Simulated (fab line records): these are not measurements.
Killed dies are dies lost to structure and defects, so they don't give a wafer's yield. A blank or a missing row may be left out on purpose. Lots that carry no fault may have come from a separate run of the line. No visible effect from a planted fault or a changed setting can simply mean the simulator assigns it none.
Chamber matching :: flow berkeley-cmos170 :: 4 sister chambers for UCB170_SPACER_ETCHBACK_03 on rie-diel-02
The step etches SiO2 in CHF3/CF4/Ar, stops on Si, target depth 376 nm, time 100 s. 14 wafers are shown with their chamber, then 7 later ones without.

== WAFERS, EACH WITH ITS CHAMBER ==
wafer: L599.1
chamber: 0
throttle-valve-pct (%): 6.31
drypump-motor-current-A (A): 5.3
oes-product-au (a.u.): 0.920

wafer: L599.3
chamber: 1
throttle-valve-pct (%): 6.48
drypump-motor-current-A (A): 5.0
oes-product-au (a.u.): 0.871

wafer: L599.5
chamber: 2
throttle-valve-pct (%): 6.52
drypump-motor-current-A (A): 5.2
oes-product-au (a.u.): 0.927

wafer: L601.1
chamber: 3
throttle-valve-pct (%): 6.43
drypump-motor-current-A (A): 5.1
oes-product-au (a.u.): 0.900

wafer: L601.2
chamber: 2
throttle-valve-pct (%): 6.52
drypump-motor-current-A (A): 5.3
oes-product-au (a.u.): 0.919

wafer: L601.4
chamber: 0
throttle-valve-pct (%): 6.33
drypump-motor-current-A (A): 5.3
oes-product-au (a.u.): 0.937

wafer: L605.1
chamber: 0
throttle-valve-pct (%): 6.33
drypump-motor-current-A (A): 5.3
oes-product-au (a.u.): 0.911

wafer: L605.3
chamber: 2
throttle-valve-pct (%): 6.51
drypump-motor-current-A (A): 5.3
oes-product-au (a.u.): 0.923

wafer: L605.4
chamber: 3
throttle-valve-pct (%): 6.42
drypump-motor-current-A (A): 5.1
oes-product-au (a.u.): 0.902

wafer: L613.1
chamber: 3
throttle-valve-pct (%): 6.42
drypump-motor-current-A (A): 5.1
oes-product-au (a.u.): 0.894

wafer: L613.2
chamber: 1
throttle-valve-pct (%): 6.49
drypump-motor-current-A (A): 5.1
oes-product-au (a.u.): 0.878

wafer: L613.5
chamber: 3
throttle-valve-pct (%): 6.43
drypump-motor-current-A (A): 5.1
oes-product-au (a.u.): 0.915

wafer: L615.1
chamber: 2
throttle-valve-pct (%): 6.51
drypump-motor-current-A (A): 5.2
oes-product-au (a.u.): 0.908

wafer: L615.2
chamber: 1
throttle-valve-pct (%): 6.48
drypump-motor-current-A (A): 5.0
oes-product-au (a.u.): 0.881

SIGNATURES, as means of the wafers listed above
reading: throttle-valve-pct
chamber 0: 6.3233
chamber 1: 6.4833
chamber 2: 6.5150
chamber 3: 6.4250
scatter within a chamber: 0.0073

reading: drypump-motor-current-A
chamber 0: 5.300
chamber 1: 5.033
chamber 2: 5.250
chamber 3: 5.100
scatter within a chamber: 0.0408

reading: oes-product-au
chamber 0: 0.92267
chamber 1: 0.87667
chamber 2: 0.91925
chamber 3: 0.90275
scatter within a chamber: 0.00915
Rule: a wafer's distance from a chamber is the root of the sum, over the readings, of the square of ((its reading less the chamber's mean) divided by the reading's scatter). If the next closest chamber is less than 2 further off than the closest, the wafer can't be placed; otherwise it belongs to the closest. The scatter: the root of (the sum of the squares of (reading less its chamber's mean) over the shown wafers, divided by (wafers less chambers)).

== WAFERS WHOSE CHAMBER IS MISSING ==
wafer: L615.5
throttle-valve-pct (%): 6.43
drypump-motor-current-A (A): 5.1
oes-product-au (a.u.): 0.907

wafer: L621.1
throttle-valve-pct (%): 6.44
drypump-motor-current-A (A): 5.1
oes-product-au (a.u.): 0.904

wafer: L621.2
throttle-valve-pct (%): 6.30
drypump-motor-current-A (A): 5.3
oes-product-au (a.u.): 0.917

wafer: L621.3
throttle-valve-pct (%): 6.48
drypump-motor-current-A (A): 5.1
oes-product-au (a.u.): 0.887

wafer: L617.2
throttle-valve-pct (%): 6.48
drypump-motor-current-A (A): 5.1
oes-product-au (a.u.): 0.880

wafer: L617.4
throttle-valve-pct (%): 6.41
drypump-motor-current-A (A): 5.1
oes-product-au (a.u.): 0.908

wafer: L617.6
throttle-valve-pct (%): 6.47
drypump-motor-current-A (A): 5.1
oes-product-au (a.u.): 0.884

== WHICH CHAMBER EACH ONE RAN IN ==
wafer: L615.5
from the rows above: 3
in truth: 3

wafer: L621.1
from the rows above: 3
in truth: 3

wafer: L621.2
from the rows above: 0
in truth: 0

wafer: L621.3
from the rows above: 1
in truth: 1

wafer: L617.2
from the rows above: 1
in truth: 1

wafer: L617.4
from the rows above: 3
in truth: 3

wafer: L617.6
from the rows above: 1
in truth: 1
7 of 7 placed correctly. Left unplaced by these rows: 0. 0 placed wrongly.
